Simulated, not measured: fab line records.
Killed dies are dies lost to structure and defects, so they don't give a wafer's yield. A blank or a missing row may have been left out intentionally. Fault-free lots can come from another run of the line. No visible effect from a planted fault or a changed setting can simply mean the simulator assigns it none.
Struck lot and sound lot, side by side :: flow rit-cmos :: 21 steps out of a route of 202
Sound: the wafers L339.1, L339.2, L339.3. Struck: wafers L343.3, L343.5, L343.6. The cause comes at the end.
Order at every step that has rows: each side's tool, ch and its chambers, its first start. Under that, the readings that differ: sound wafers :: struck wafers :: difference of the means :: sigmas: that difference in standard deviations of wafers without a fault.
alike: a reading whose means differ by less than 2 such deviations, as well as words and numbers matching on both sides. not compared: withheld readings; readings where some wafer has no value; bounds like >300 that might hide an equal value; numbers whose values overlap and for which the record gives no deviation.
A row with sigmas, a row that says differs or no value, or rows on one side alone: a step with any of these is where the two part. Numbers that have no deviation but don't overlap get no sigmas and don't part them. Lack of a reading on every wafer of one side parts them only where that side has two or more wafers.

RIT_PLDD_OVL_MEAS_06:
  sound: overlay-02 at day 4 06:37; struck: overlay-02 at day 4 23:47
  alike: PLDD_OVL
then, 2 steps without rows for these wafers: RIT_PLDD_HARDBAKE_07 (time 60 s); RIT_PLDD_IMPLANT_08.
RIT_PLDD_STRIP_09: strips in O2, time 180 s.
  sound on plasma-asher-03 ch 0,1, day 4 06:57; struck on plasma-asher-03 ch 0,1, day 5 00:10
  alike: chamber-pressure-mTorr, drypump-motor-current-A
  not compared: rf-hours-counter-h
RIT_PLDD_TW_MEAS_10:
  sound: film-metro-02 at day 4 07:07; struck: film-metro-02 at day 5 00:19
  alike: PLDD_TW
then, 4 steps without rows for these wafers: RIT_SPACER_CLEAN_00 (cleans in SC1, time 600 s); RIT_SPACER_CLEAN_01 (cleans in dHF, time 30 s); RIT_SPACER_CLEAN_02 (cleans in SC2, time 600 s); RIT_SPACER_CVD_03 (deposits Si3N4 from SiH2Cl2/NH3, target thk 250 nm, time 3300 s).
RIT_SPACER_THK_MEAS_04:
  sound: film-metro-04 at day 4 09:37; struck: film-metro-04 at day 5 02:39
  alike: SPACER_NITRIDE_THK
RIT_SPACER_ETCHBACK_05: etches Si3N4 in SF6/CHF3, stops on SiO2, target depth 250 nm, time 240 s.
  sound on rie-diel-03 ch 0,1,2, day 4 09:40; struck on rie-diel-01 ch 0,1,2, day 5 02:41
  alike: chamber-pressure-mTorr, drypump-motor-current-A, oes-product-au, throttle-valve-pct
  not compared: rf-hours-counter-h
then, 1 step without rows for these wafers: RIT_NSD_HMDS_00 (prime time 60 s).
RIT_NSD_COAT_01: resist thk 1000 nm.
  sound on litho-track-03 ch 0, day 4 09:58; struck on litho-track-04 ch 0, day 5 03:02
reading: spin-speed-rpm (rpm)
sound: 3249.7 3250.3 3250.6
struck: 3083.2 3085.8 3083.6
difference: -166.0
sigmas: -75

reading: model.NOVOLAK_of_NSD_COAT_01.thk-nm (nm)
sound: 996.9 995.8 997
struck: 1028 1029 1026
difference: +31
sigmas: 
  alike: chill-plate-temp-C, dispense-pressure-kPa, exhaust-pa, resist-line-temp-C
then, 4 steps without rows for these wafers: RIT_NSD_SOFTBAKE_02 (time 60 s); RIT_NSD_EXPOSE_03 (exposes mask M9, target cd 40700 nm); RIT_NSD_PEB_04; RIT_NSD_DEVELOP_05 (develop time 50 s).
RIT_NSD_OVL_MEAS_06:
  sound: overlay-01 at day 4 10:47; struck: overlay-01 at day 5 03:47
  alike: NSD_OVL
RIT_NSD_HARDBAKE_07: time 60 s.
  sound on litho-track-04 ch 0, day 4 10:50; struck on litho-track-03 ch 0, day 5 03:52
reading: model.NOVOLAK_of_NSD_COAT_01.thk-nm (nm)
sound: 881.1 880 881.1
struck: 908 909.5 906.1
difference: +27
sigmas: 
  alike: chill-plate-temp-C, exhaust-pa, heater-power-total-W, resist-line-temp-C
after that, 1 step had no rows for these wafers: RIT_NSD_IMPLANT_08.
RIT_M1_PROBE_99:
  sound: prober-01 at day 4 21:04; struck: prober-01 at day 5 13:32
  alike: killed-at-front-end, killed-dies, killed-open, killed-short

WHERE THEY PART
Only at RIT_NSD_COAT_01, as far as this record shows. Later steps at which nothing parts them and some readings are alike: RIT_NSD_OVL_MEAS_06, RIT_NSD_HARDBAKE_07, RIT_M1_PROBE_99.

WHY: the cause the simulator had injected
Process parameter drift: litho-track-04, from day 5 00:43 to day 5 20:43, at RIT_NSD_COAT_01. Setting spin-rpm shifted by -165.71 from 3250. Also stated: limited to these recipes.
